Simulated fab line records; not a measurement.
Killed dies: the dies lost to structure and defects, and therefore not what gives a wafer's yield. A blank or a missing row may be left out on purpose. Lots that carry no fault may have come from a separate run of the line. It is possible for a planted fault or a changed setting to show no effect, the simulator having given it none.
Which of the tools did it? || flow berkeleyCmos170 || 14 lots, 42 wafers sampled, at 5 steps of a route of 331

## WHAT THE GAUGES READ, wafer by wafer
UCB170_NWELL_TW_MEAS_16.
{"lot": "L958", "measured": "day 2 02:34", "on": "filmMetro-03", "NWELL_TW": "1245 1249 1240"}
{"lot": "L959", "measured": "day 2 10:40", "on": "filmMetro-01", "NWELL_TW": "1258 1251 1255"}
{"lot": "L960", "measured": "day 2 17:01", "on": "filmMetro-03", "NWELL_TW": "1239 1231 1234"}
{"lot": "L961", "measured": "day 2 23:26", "on": "filmMetro-01", "NWELL_TW": "1256 1256 1264"}
{"lot": "L962", "measured": "day 3 01:03", "on": "filmMetro-02", "NWELL_TW": "1236 1243 1250"}
{"lot": "L963", "measured": "day 3 05:36", "on": "filmMetro-02", "NWELL_TW": "1257 1247 1252"}
{"lot": "L964", "measured": "day 3 13:28", "on": "filmMetro-02", "NWELL_TW": "1253 1247 1247"}
{"lot": "L965", "measured": "day 3 16:40", "on": "filmMetro-03", "NWELL_TW": "1231 1252 1244"}
{"lot": "L968", "measured": "day 4 10:58", "on": "filmMetro-01", "NWELL_TW": "1253 1256 1254"}
{"lot": "L971", "measured": "day 5 04:01", "on": "filmMetro-02", "NWELL_TW": "1243 1244 1232"}
{"lot": "L973", "measured": "day 5 17:02", "on": "filmMetro-01", "NWELL_TW": "1262 1259 1263"}
{"lot": "L974", "measured": "day 5 21:28", "on": "filmMetro-02", "NWELL_TW": "1242 1236 1242"}
{"lot": "L975", "measured": "day 6 02:31", "on": "filmMetro-01", "NWELL_TW": "1267 1271 1260"}
{"lot": "L980", "measured": "day 7 03:18", "on": "filmMetro-02", "NWELL_TW": "1252 1255 1257"}

UCB170_ACTIVE_OVL_MEAS_14.
{"lot": "L958", "measured": "day 4 01:41", "on": "overlay-02", "ACTIVE_OVL (nm)": "4 -5 0"}
{"lot": "L959", "measured": "day 4 09:52", "on": "overlay-02", "ACTIVE_OVL (nm)": "-11 3 -10"}
{"lot": "L960", "measured": "day 4 16:16", "on": "overlay-02", "ACTIVE_OVL (nm)": "2 8 -4"}
{"lot": "L961", "measured": "day 4 23:44", "on": "overlay-01", "ACTIVE_OVL (nm)": "9 -2 3"}
{"lot": "L962", "measured": "day 5 00:06", "on": "overlay-01", "ACTIVE_OVL (nm)": "2 3 0"}
{"lot": "L963", "measured": "day 5 06:23", "on": "overlay-02", "ACTIVE_OVL (nm)": "5 -7 -3"}
{"lot": "L964", "measured": "day 5 19:24", "on": "overlay-01", "ACTIVE_OVL (nm)": "2 0 -1"}
{"lot": "L965", "measured": "day 6 00:05", "on": "overlay-02", "ACTIVE_OVL (nm)": "5 -3 -5"}
{"lot": "L968", "measured": "day 6 08:13", "on": "overlay-01", "ACTIVE_OVL (nm)": "238 238 231"}
{"lot": "L971", "measured": "day 7 10:00", "on": "overlay-01", "ACTIVE_OVL (nm)": "229 240 228"}
{"lot": "L973", "measured": "day 7 19:13", "on": "overlay-02", "ACTIVE_OVL (nm)": "235 249 239"}
{"lot": "L974", "measured": "day 7 19:39", "on": "overlay-02", "ACTIVE_OVL (nm)": "231 239 234"}
{"lot": "L975", "measured": "day 8 00:32", "on": "overlay-01", "ACTIVE_OVL (nm)": "-6 -9 -8"}
{"lot": "L980", "measured": "day 8 19:48", "on": "overlay-01", "ACTIVE_OVL (nm)": "5 3 -2"}

UCB170_FIELD_THK_MEAS_90.
{"lot": "L958", "measured": "day 4 22:54", "on": "filmMetro-03", "FIELD_OXIDE_LEFT_1_THK (nm)": "443 451 459"}
{"lot": "L959", "measured": "day 5 02:20", "on": "filmMetro-03", "FIELD_OXIDE_LEFT_1_THK (nm)": "460 458 451"}
{"lot": "L960", "measured": "day 5 11:53", "on": "filmMetro-03", "FIELD_OXIDE_LEFT_1_THK (nm)": "457 441 453"}
{"lot": "L961", "measured": "day 5 19:57", "on": "filmMetro-01", "FIELD_OXIDE_LEFT_1_THK (nm)": "444 452 445"}
{"lot": "L962", "measured": "day 5 19:58", "on": "filmMetro-03", "FIELD_OXIDE_LEFT_1_THK (nm)": "445 442 445"}
{"lot": "L963", "measured": "day 5 23:56", "on": "filmMetro-03", "FIELD_OXIDE_LEFT_1_THK (nm)": "450 447 444"}
{"lot": "L964", "measured": "day 6 12:59", "on": "filmMetro-01", "FIELD_OXIDE_LEFT_1_THK (nm)": "432 431 437"}
{"lot": "L965", "measured": "day 6 17:48", "on": "filmMetro-04", "FIELD_OXIDE_LEFT_1_THK (nm)": "450 444 439"}
{"lot": "L968", "measured": "day 7 01:29", "on": "filmMetro-04", "FIELD_OXIDE_LEFT_1_THK (nm)": "429 432 430"}
{"lot": "L971", "measured": "day 8 01:34", "on": "filmMetro-04", "FIELD_OXIDE_LEFT_1_THK (nm)": "449 448 443"}
{"lot": "L973", "measured": "day 8 11:10", "on": "filmMetro-03", "FIELD_OXIDE_LEFT_1_THK (nm)": "457 446 436"}
{"lot": "L974", "measured": "day 8 11:10", "on": "filmMetro-04", "FIELD_OXIDE_LEFT_1_THK (nm)": "467 472 464"}
{"lot": "L975", "measured": "day 8 17:29", "on": "filmMetro-03", "FIELD_OXIDE_LEFT_1_THK (nm)": "451 444 448"}
{"lot": "L980", "measured": "day 9 13:21", "on": "filmMetro-04", "FIELD_OXIDE_LEFT_1_THK (nm)": "429 429 422"}

UCB170_NVT_OVL_MEAS_06.
{"lot": "L958", "measured": "day 5 18:55", "on": "overlay-02", "NVT_OVL (nm)": "-8 -1 2"}
{"lot": "L959", "measured": "day 5 18:47", "on": "overlay-01", "NVT_OVL (nm)": "4 6 3"}
{"lot": "L960", "measured": "day 6 01:54", "on": "overlay-01", "NVT_OVL (nm)": "-4 -1 4"}
{"lot": "L961", "measured": "day 6 11:44", "on": "overlay-01", "NVT_OVL (nm)": "-6 5 0"}
{"lot": "L962", "measured": "day 6 12:01", "on": "overlay-02", "NVT_OVL (nm)": "-6 2 -3"}
{"lot": "L963", "measured": "day 6 19:28", "on": "overlay-02", "NVT_OVL (nm)": "-3 -11 -6"}
{"lot": "L964", "measured": "day 7 10:53", "on": "overlay-01", "NVT_OVL (nm)": "8 -3 2"}
{"lot": "L965", "measured": "day 7 10:40", "on": "overlay-02", "NVT_OVL (nm)": "-5 -8 -6"}
{"lot": "L968", "measured": "day 7 17:19", "on": "overlay-01", "NVT_OVL (nm)": "3 3 -1"}
{"lot": "L971", "measured": "day 8 13:10", "on": "overlay-02", "NVT_OVL (nm)": "1 -3 1"}
{"lot": "L973", "measured": "day 8 23:16", "on": "overlay-02", "NVT_OVL (nm)": "7 -4 -3"}
{"lot": "L974", "measured": "day 8 23:17", "on": "overlay-01", "NVT_OVL (nm)": "-6 -9 2"}
{"lot": "L975", "measured": "day 9 06:22", "on": "overlay-01", "NVT_OVL (nm)": "-1 3 2"}
{"lot": "L980", "measured": "day 9 23:59", "on": "overlay-02", "NVT_OVL (nm)": "-8 -6 -3"}

## TOOL THAT RAN EACH LOT (tool first, then ch and the chambers of the sampled wafers, then the start)
{"lot": "L958", "UCB170_ACTIVE_EXPOSE_10": "krfScanner-01 ch 0, day 4 01:11"}
{"lot": "L959", "UCB170_ACTIVE_EXPOSE_10": "krfScanner-02 ch 0, day 4 09:19"}
{"lot": "L960", "UCB170_ACTIVE_EXPOSE_10": "krfScanner-02 ch 0, day 4 15:46"}
{"lot": "L961", "UCB170_ACTIVE_EXPOSE_10": "krfScanner-02 ch 0, day 4 23:13"}
{"lot": "L962", "UCB170_ACTIVE_EXPOSE_10": "krfScanner-01 ch 0, day 4 23:37"}
{"lot": "L963", "UCB170_ACTIVE_EXPOSE_10": "krfScanner-02 ch 0, day 5 05:53"}
{"lot": "L964", "UCB170_ACTIVE_EXPOSE_10": "krfScanner-01 ch 0, day 5 18:53"}
{"lot": "L965", "UCB170_ACTIVE_EXPOSE_10": "krfScanner-02 ch 0, day 5 23:35"}
{"lot": "L968", "UCB170_ACTIVE_EXPOSE_10": "krfScanner-02 ch 0, day 6 07:43"}
{"lot": "L971", "UCB170_ACTIVE_EXPOSE_10": "krfScanner-02 ch 0, day 7 09:01"}
{"lot": "L973", "UCB170_ACTIVE_EXPOSE_10": "krfScanner-02 ch 0, day 7 18:42"}
{"lot": "L974", "UCB170_ACTIVE_EXPOSE_10": "krfScanner-02 ch 0, day 7 18:49"}
{"lot": "L975", "UCB170_ACTIVE_EXPOSE_10": "krfScanner-01 ch 0, day 8 00:02"}
{"lot": "L980", "UCB170_ACTIVE_EXPOSE_10": "krfScanner-01 ch 0, day 8 18:44"}
- UCB170_ACTIVE_EXPOSE_10: exposes mask ACTIVE, target cd 1200 nm.

## WHAT THE TOOLS THEMSELVES READ (means of the sampled wafers that have a number; where no wafer has one, the mark that the record gives instead)
UCB170_ACTIVE_EXPOSE_10.
{"lot": "L958", "tool": "krfScanner-01", "exposureDoseMJCm2": 20.083, "focusOffsetNm (nm)": -0.2}
{"lot": "L959", "tool": "krfScanner-02", "exposureDoseMJCm2": 20.072, "focusOffsetNm (nm)": 0.6}
{"lot": "L960", "tool": "krfScanner-02", "exposureDoseMJCm2": 20.069, "focusOffsetNm (nm)": 0.0}
{"lot": "L961", "tool": "krfScanner-02", "exposureDoseMJCm2": 20.078, "focusOffsetNm (nm)": -0.3}
{"lot": "L962", "tool": "krfScanner-01", "exposureDoseMJCm2": 20.072, "focusOffsetNm (nm)": 0.4}
{"lot": "L963", "tool": "krfScanner-02", "exposureDoseMJCm2": 20.042, "focusOffsetNm (nm)": -0.3}
{"lot": "L964", "tool": "krfScanner-01", "exposureDoseMJCm2": 20.072, "focusOffsetNm (nm)": -0.4}
{"lot": "L965", "tool": "krfScanner-02", "exposureDoseMJCm2": 20.044, "focusOffsetNm (nm)": 0.2}
{"lot": "L968", "tool": "krfScanner-02", "exposureDoseMJCm2": 20.060, "focusOffsetNm (nm)": -0.3}
{"lot": "L971", "tool": "krfScanner-02", "exposureDoseMJCm2": 20.059, "focusOffsetNm (nm)": 0.9}
{"lot": "L973", "tool": "krfScanner-02", "exposureDoseMJCm2": 20.058, "focusOffsetNm (nm)": -0.6}
{"lot": "L974", "tool": "krfScanner-02", "exposureDoseMJCm2": 20.053, "focusOffsetNm (nm)": -0.5}
{"lot": "L975", "tool": "krfScanner-01", "exposureDoseMJCm2": 20.032, "focusOffsetNm (nm)": 0.4}
{"lot": "L980", "tool": "krfScanner-01", "exposureDoseMJCm2": 20.059, "focusOffsetNm (nm)": 0.0}

## THE ANSWER, worked out from the rows above alone
Rule: usual is defined by the lots themselves. The widest of any qualifying gaps counts: lots, ordered by their means at a reading, are off when they make up no more than a third of the lots, leave a main group of 4 or more, and stand apart from it by 3 or more times the standard deviation of that group's means. If all means in a main group match to the digits the tables above print for the reading, that group is not used. A lot without any number at a reading at which 4 lots or more have one is off too. Any other lot the step has rows for is counted as sound. Order of review: gauges by route order, followed by the tools' own readings, for which a lot's mean as printed above is used. The first step at which some lot is off is used, and at that step the reading that is off furthest; a lot without a number counts as furthest.
Off: at UCB170_ACTIVE_OVL_MEAS_14 (ACTIVE_OVL), L968, L971, L973, L974. The main group: mean -1 nm, standard deviation 3.4.
A tool fits if, at a process step before that reading, it ran every lot that is off, and no sound lot after the first of them. Gauges at UCB170_ACTIVE_OVL_MEAS_14: tried the same way as those tools. One fits: UCB170_ACTIVE_EXPOSE_10 on krfScanner-02. A fault onset in the window from L965 (day 5 23:35, its last sound lot) to L968 (day 6 07:43, its first lot off) fits.

## WHAT THE SIMULATOR HAD PUT IN
Scanner matching overlay: krfScanner-02, from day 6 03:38 on, at UCB170_ACTIVE_EXPOSE_10. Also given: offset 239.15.
Lots struck among those shown: L968, L971, L973, L974. The rule above found the same.
